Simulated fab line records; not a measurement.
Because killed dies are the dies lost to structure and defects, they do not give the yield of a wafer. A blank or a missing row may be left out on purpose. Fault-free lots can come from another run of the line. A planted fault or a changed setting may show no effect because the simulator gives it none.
What tool caused it? || flow berkeley_cmos170 || 42 wafers from 14 lots sampled at 4 of the route's 331 steps

== WHAT THE GAUGES SHOWED, per wafer ==
UCB170_ACTIVE_OVL_MEAS_14.
{"lot": "L385", "measured": "day 6 02:41", "on": "overlay-02", "ACTIVE_OVL (nm)": "8 8 1"}
{"lot": "L389", "measured": "day 6 17:29", "on": "overlay-02", "ACTIVE_OVL (nm)": "8 -3 4"}
{"lot": "L388", "measured": "day 6 18:13", "on": "overlay-02", "ACTIVE_OVL (nm)": "6 -3 -9"}
{"lot": "L387", "measured": "day 6 17:14", "on": "overlay-01", "ACTIVE_OVL (nm)": "7 -2 -8"}
{"lot": "L395", "measured": "day 7 17:50", "on": "overlay-02", "ACTIVE_OVL (nm)": "-8 -6 -12"}
{"lot": "L396", "measured": "day 7 17:22", "on": "overlay-01", "ACTIVE_OVL (nm)": "-2 2 -4"}
{"lot": "L401", "measured": "day 8 05:00", "on": "overlay-01", "ACTIVE_OVL (nm)": "-3 -1 -9"}
{"lot": "L398", "measured": "day 8 05:40", "on": "overlay-01", "ACTIVE_OVL (nm)": "6 12 0"}
{"lot": "L399", "measured": "day 8 05:17", "on": "overlay-02", "ACTIVE_OVL (nm)": "0 8 -5"}
{"lot": "L400", "measured": "day 8 05:32", "on": "overlay-01", "ACTIVE_OVL (nm)": "-2 -1 0"}
{"lot": "L403", "measured": "day 8 20:37", "on": "overlay-01", "ACTIVE_OVL (nm)": "-7 -7 0"}
{"lot": "L404", "measured": "day 9 08:09", "on": "overlay-02", "ACTIVE_OVL (nm)": "-5 -6 -11"}
{"lot": "L405", "measured": "day 9 07:54", "on": "overlay-01", "ACTIVE_OVL (nm)": "5 -4 3"}
{"lot": "L406", "measured": "day 9 18:46", "on": "overlay-01", "ACTIVE_OVL (nm)": "10 -2 15"}

UCB170_M1_CD_MEAS_90 targets a cd of 700 nm.
{"lot": "L385", "measured": "day 9 14:06", "on": "cd_sem-02", "cd_nm (nm)": "701.2 698.9 700.1"}
{"lot": "L389", "measured": "day 10 05:01", "on": "cd_sem-01", "cd_nm (nm)": "699.9 700.8 702.9"}
{"lot": "L388", "measured": "day 10 04:46", "on": "cd_sem-01", "cd_nm (nm)": "705.8 700.7 703.3"}
{"lot": "L387", "measured": "day 10 04:58", "on": "cd_sem-02", "cd_nm (nm)": "697.9 702.8 696.4"}
{"lot": "L395", "measured": "day 11 13:04", "on": "cd_sem-01", "cd_nm (nm)": "700.9 701.9 703.0"}
{"lot": "L396", "measured": "day 11 16:01", "on": "cd_sem-01", "cd_nm (nm)": "701.3 699.1 704.5"}
{"lot": "L401", "measured": "day 12 01:16", "on": "cd_sem-02", "cd_nm (nm)": "696.6 701.2 698.2"}
{"lot": "L398", "measured": "day 11 21:40", "on": "cd_sem-02", "cd_nm (nm)": "704.1 699.1 699.8"}
{"lot": "L399", "measured": "day 11 23:26", "on": "cd_sem-02", "cd_nm (nm)": "700.6 698.6 701.0"}
{"lot": "L400", "measured": "day 12 01:01", "on": "cd_sem-02", "cd_nm (nm)": "703.0 704.3 697.0"}
{"lot": "L403", "measured": "day 12 12:32", "on": "cd_sem-02", "cd_nm (nm)": "697.9 700.7 700.1"}
{"lot": "L404", "measured": "day 13 01:14", "on": "cd_sem-02", "cd_nm (nm)": "699.2 702.4 698.2"}
{"lot": "L405", "measured": "day 12 23:28", "on": "cd_sem-01", "cd_nm (nm)": "697.2 700.9 699.6"}
{"lot": "L406", "measured": "day 13 09:40", "on": "cd_sem-01", "cd_nm (nm)": "700.1 702.9 702.9"}

== EACH LOT AND THE TOOL THAT RAN IT (in order: tool; ch and the chambers of the sampled wafers; start) ==
{"lot": "L385", "UCB170_PWELL_WET_ETCH_20": "wet_bench-01 ch 2, day 5 00:23", "UCB170_PFIELD_STRIP_08": "plasma_asher-04 ch 0,1, day 6 04:23"}
{"lot": "L389", "UCB170_PWELL_WET_ETCH_20": "wet_bench-01 ch 1, day 5 10:29", "UCB170_PFIELD_STRIP_08": "plasma_asher-04 ch 0,1, day 6 20:41"}
{"lot": "L388", "UCB170_PWELL_WET_ETCH_20": "wet_bench-01 ch 3, day 5 10:59", "UCB170_PFIELD_STRIP_08": "plasma_asher-03 ch 0,1, day 6 21:04"}
{"lot": "L387", "UCB170_PWELL_WET_ETCH_20": "wet_bench-03 ch 0, day 5 12:25", "UCB170_PFIELD_STRIP_08": "plasma_asher-04 ch 0,1, day 6 20:26"}
{"lot": "L395", "UCB170_PWELL_WET_ETCH_20": "wet_bench-02 ch 3, day 6 11:14", "UCB170_PFIELD_STRIP_08": "plasma_asher-01 ch 0,1, day 7 20:50"}
{"lot": "L396", "UCB170_PWELL_WET_ETCH_20": "wet_bench-03 ch 2, day 6 18:04", "UCB170_PFIELD_STRIP_08": "plasma_asher-03 ch 0,1, day 7 19:54"}
{"lot": "L401", "UCB170_PWELL_WET_ETCH_20": "wet_bench-01 ch 2, day 7 00:53", "UCB170_PFIELD_STRIP_08": "plasma_asher-01 ch 0,1, day 8 08:52"}
{"lot": "L398", "UCB170_PWELL_WET_ETCH_20": "wet_bench-02 ch 1, day 7 04:23", "UCB170_PFIELD_STRIP_08": "plasma_asher-01 ch 0,1, day 8 09:21"}
{"lot": "L399", "UCB170_PWELL_WET_ETCH_20": "wet_bench-01 ch 3, day 7 04:55", "UCB170_PFIELD_STRIP_08": "plasma_asher-04 ch 0,1, day 8 09:02"}
{"lot": "L400", "UCB170_PWELL_WET_ETCH_20": "wet_bench-01 ch 3, day 7 04:55", "UCB170_PFIELD_STRIP_08": "plasma_asher-03 ch 0,1, day 8 09:08"}
{"lot": "L403", "UCB170_PWELL_WET_ETCH_20": "wet_bench-03 ch 3, day 7 15:57", "UCB170_PFIELD_STRIP_08": "plasma_asher-01 ch 0,1, day 9 01:35"}
{"lot": "L404", "UCB170_PWELL_WET_ETCH_20": "wet_bench-02 ch 3, day 8 02:20", "UCB170_PFIELD_STRIP_08": "plasma_asher-03 ch 0, day 9 12:25"}
{"lot": "L405", "UCB170_PWELL_WET_ETCH_20": "wet_bench-01 ch 1, day 8 02:29", "UCB170_PFIELD_STRIP_08": "plasma_asher-01 ch 0,1, day 9 12:11"}
{"lot": "L406", "UCB170_PWELL_WET_ETCH_20": "wet_bench-03 ch 3, day 8 14:46", "UCB170_PFIELD_STRIP_08": "plasma_asher-01 ch 0,1, day 9 21:47"}
- UCB170_PWELL_WET_ETCH_20: etches SiO2 in BOE, time 22 s.
- UCB170_PFIELD_STRIP_08: strips in O2.

== AS READ BY THE TOOLS THEMSELVES (means over the sampled wafers that have a number; for cases with no such wafer, the mark the record gives instead) ==
UCB170_PWELL_WET_ETCH_20.
{"lot": "L385", "tool": "wet_bench-01", "bath_heat_duty_pct (%)": 5.4, "run_length_s (s)": 50.2, "temp_c (C)": 24.99}
{"lot": "L389", "tool": "wet_bench-01", "bath_heat_duty_pct (%)": "-", "run_length_s (s)": "-", "temp_c (C)": "-"}
{"lot": "L388", "tool": "wet_bench-01", "bath_heat_duty_pct (%)": "-", "run_length_s (s)": "-", "temp_c (C)": "-"}
{"lot": "L387", "tool": "wet_bench-03", "bath_heat_duty_pct (%)": 6.9, "run_length_s (s)": 53.9, "temp_c (C)": 25.10}
{"lot": "L395", "tool": "wet_bench-02", "bath_heat_duty_pct (%)": 5.8, "run_length_s (s)": 48.4, "temp_c (C)": 24.90}
{"lot": "L396", "tool": "wet_bench-03", "bath_heat_duty_pct (%)": 6.1, "run_length_s (s)": 54.8, "temp_c (C)": 25.06}
{"lot": "L401", "tool": "wet_bench-01", "bath_heat_duty_pct (%)": 5.8, "run_length_s (s)": 49.1, "temp_c (C)": 25.00}
{"lot": "L398", "tool": "wet_bench-02", "bath_heat_duty_pct (%)": 7.0, "run_length_s (s)": 48.2, "temp_c (C)": 25.03}
{"lot": "L399", "tool": "wet_bench-01", "bath_heat_duty_pct (%)": 6.4, "run_length_s (s)": 48.0, "temp_c (C)": 24.91}
{"lot": "L400", "tool": "wet_bench-01", "bath_heat_duty_pct (%)": 6.2, "run_length_s (s)": 48.3, "temp_c (C)": 25.02}
{"lot": "L403", "tool": "wet_bench-03", "bath_heat_duty_pct (%)": 7.0, "run_length_s (s)": 48.8, "temp_c (C)": 24.84}
{"lot": "L404", "tool": "wet_bench-02", "bath_heat_duty_pct (%)": 5.8, "run_length_s (s)": 52.9, "temp_c (C)": 24.95}
{"lot": "L405", "tool": "wet_bench-01", "bath_heat_duty_pct (%)": 5.7, "run_length_s (s)": 48.6, "temp_c (C)": 24.95}
{"lot": "L406", "tool": "wet_bench-03", "bath_heat_duty_pct (%)": 6.9, "run_length_s (s)": 48.9, "temp_c (C)": 24.84}

UCB170_PFIELD_STRIP_08.
{"lot": "L385", "tool": "plasma_asher-04", "drypump_motor_current_A (A)": 5.6, "oes_product_au (a.u.)": 0.735, "strip_time_to_endpoint_s (s)": 21.75}
{"lot": "L389", "tool": "plasma_asher-04", "drypump_motor_current_A (A)": 5.9, "oes_product_au (a.u.)": 0.736, "strip_time_to_endpoint_s (s)": 21.71}
{"lot": "L388", "tool": "plasma_asher-03", "drypump_motor_current_A (A)": 6.0, "oes_product_au (a.u.)": 0.734, "strip_time_to_endpoint_s (s)": 21.60}
{"lot": "L387", "tool": "plasma_asher-04", "drypump_motor_current_A (A)": 5.9, "oes_product_au (a.u.)": 0.736, "strip_time_to_endpoint_s (s)": 21.66}
{"lot": "L395", "tool": "plasma_asher-01", "drypump_motor_current_A (A)": 5.1, "oes_product_au (a.u.)": 0.732, "strip_time_to_endpoint_s (s)": 21.69}
{"lot": "L396", "tool": "plasma_asher-03", "drypump_motor_current_A (A)": 6.1, "oes_product_au (a.u.)": 0.735, "strip_time_to_endpoint_s (s)": 21.64}
{"lot": "L401", "tool": "plasma_asher-01", "drypump_motor_current_A (A)": 5.2, "oes_product_au (a.u.)": 0.734, "strip_time_to_endpoint_s (s)": 21.63}
{"lot": "L398", "tool": "plasma_asher-01", "drypump_motor_current_A (A)": 5.1, "oes_product_au (a.u.)": 0.735, "strip_time_to_endpoint_s (s)": 21.60}
{"lot": "L399", "tool": "plasma_asher-04", "drypump_motor_current_A (A)": 5.6, "oes_product_au (a.u.)": 0.732, "strip_time_to_endpoint_s (s)": 21.57}
{"lot": "L400", "tool": "plasma_asher-03", "drypump_motor_current_A (A)": 6.1, "oes_product_au (a.u.)": 0.732, "strip_time_to_endpoint_s (s)": 21.67}
{"lot": "L403", "tool": "plasma_asher-01", "drypump_motor_current_A (A)": 5.2, "oes_product_au (a.u.)": 0.735, "strip_time_to_endpoint_s (s)": 21.70}
{"lot": "L404", "tool": "plasma_asher-03", "drypump_motor_current_A (A)": 5.2, "oes_product_au (a.u.)": 0.737, "strip_time_to_endpoint_s (s)": 21.59}
{"lot": "L405", "tool": "plasma_asher-01", "drypump_motor_current_A (A)": 5.2, "oes_product_au (a.u.)": 0.737, "strip_time_to_endpoint_s (s)": 21.64}
{"lot": "L406", "tool": "plasma_asher-01", "drypump_motor_current_A (A)": 5.1, "oes_product_au (a.u.)": 0.734, "strip_time_to_endpoint_s (s)": 21.73}

== THE ANSWER, worked out from the rows above alone ==
Rule: what is usual is taken from the lots themselves. Put in order of their means at a reading, lots are off if they are a third of the lots or fewer, leave a main group of 4 or more, and stand apart from it by a gap of 3 or more times the standard deviation of the main group's means; of several such gaps the widest counts. If all means in a main group match to the digits the tables above print for the reading, that group is not used. A lot without any number at a reading at which 4 lots or more have one is off too. The other lots that the step has rows for count as sound. The gauges are gone through in route order, then the tools' own readings, and for those a lot's mean is taken as printed above. At the first step where some lot is off, the reading lying furthest off is the one used; lots without a number count as furthest.
Off: L389, L388, at UCB170_PWELL_WET_ETCH_20 (bath_heat_duty_pct). Without a number there: L389, L388. The main group has a mean of 6.2 % with a standard deviation of 0.55.
A tool fits if, at that step or a process step before it, it ran every lot that is off, and no sound lot after the first of them. No candidate that was tried fits.

== WHAT THE SIMULATOR PUT IN ==
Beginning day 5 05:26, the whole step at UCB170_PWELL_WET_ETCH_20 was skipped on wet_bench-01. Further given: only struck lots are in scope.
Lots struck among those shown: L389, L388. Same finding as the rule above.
